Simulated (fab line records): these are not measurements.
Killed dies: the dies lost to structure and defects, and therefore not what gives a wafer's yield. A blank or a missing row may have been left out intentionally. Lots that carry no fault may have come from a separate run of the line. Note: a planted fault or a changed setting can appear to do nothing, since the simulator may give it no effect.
Which tool was responsible? + flow berkeley_cmos170 + route of 331 steps, sampled at 1 step: 7 lots, 21 wafers

WHAT EACH GAUGE READ, for each wafer
UCB170_M1_OVL_MEAS_10.
| lot  | measured     | on         | M1_OVL (nm) |
|------|--------------|------------|-------------|
| L516 | day 8 22:05  | overlay-02 | -12 -11 -7  |
| L517 | day 9 15:15  | overlay-01 | -6 -6 0     |
| L520 | day 9 16:42  | overlay-02 | 5 2 -1      |
| L527 | day 11 09:06 | overlay-01 | -3 -5 1     |
| L532 | day 12 05:10 | overlay-01 | 2 2 -7      |
| L535 | day 12 20:44 | overlay-01 | 3 3 0       |
| L537 | day 13 00:36 | overlay-02 | 2 -3 -1     |

TOOL THAT RAN EACH LOT (tool first, then ch and the chambers of the sampled wafers, then the start)
Record: no process step prior to these readings.

THE ANSWER, worked out from the rows above alone
Rule: the usual values come from the lots themselves. The widest of any qualifying gaps counts: lots, ordered by their means at a reading, are off when they make up no more than a third of the lots, leave a main group of 4 or more, and stand apart from it by 3 or more times the standard deviation of that group's means. If all means in a main group match to the digits the tables above print for the reading, that group is not used. A lot without any number at a reading at which 4 lots or more have one is off too. Where the step has rows for the other lots, those lots are counted as sound.
Nothing can be told from this: no lot is off at any reading shown.

WHAT THE SIMULATOR PUT IN
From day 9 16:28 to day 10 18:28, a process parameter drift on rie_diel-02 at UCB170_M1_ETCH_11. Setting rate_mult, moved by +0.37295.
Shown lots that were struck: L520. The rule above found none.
